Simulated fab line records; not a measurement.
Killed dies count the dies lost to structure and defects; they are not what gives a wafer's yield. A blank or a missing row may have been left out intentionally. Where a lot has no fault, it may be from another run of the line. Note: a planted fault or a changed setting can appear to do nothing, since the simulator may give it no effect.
What tool caused it? | flow berkeley_cmos170 | 7 lots, 21 wafers sampled, at 1 step of a route of 331

## WHAT THE GAUGES READ, wafer by wafer
UCB170_PLDD_CD_MEAS_06: target cd 1200 nm.
lot  | measured     | on        | cd_nm (nm)
L467 | day 7 22:08  | cd_sem-02 | 1198.8 1199.1 1199.4
L472 | day 8 07:58  | cd_sem-01 | 1199.7 1201.5 1200.9
L473 | day 9 10:20  | cd_sem-02 | 1199.9 1199.7 1200.6
L477 | day 10 01:40 | cd_sem-02 | 1196.3 1197.8 1198.4
L481 | day 10 12:17 | cd_sem-02 | 1198.1 1198.3 1198.8
L485 | day 11 07:28 | cd_sem-02 | 1201.3 1201.6 1203.4
L487 | day 11 22:19 | cd_sem-01 | 1202.6 1201.6 1202.1

## TOOL THAT RAN EACH LOT (tool first, then ch and the chambers of the sampled wafers, then the start)
The record holds no process step before these readings.

## THE ANSWER, worked out from the rows above alone
Rule: what is usual is taken from the lots themselves. The widest of any qualifying gaps counts: lots, ordered by their means at a reading, are off when they make up no more than a third of the lots, leave a main group of 4 or more, and stand apart from it by 3 or more times the standard deviation of that group's means. The tables above print the reading to a certain number of digits; a main group whose means all agree to those digits is not used. A lot without any number at a reading at which 4 lots or more have one is off too. All remaining lots with rows at the step are treated as sound.
Nothing can be told from this: no lot is off at any reading shown.

## WHAT THE SIMULATOR PUT IN
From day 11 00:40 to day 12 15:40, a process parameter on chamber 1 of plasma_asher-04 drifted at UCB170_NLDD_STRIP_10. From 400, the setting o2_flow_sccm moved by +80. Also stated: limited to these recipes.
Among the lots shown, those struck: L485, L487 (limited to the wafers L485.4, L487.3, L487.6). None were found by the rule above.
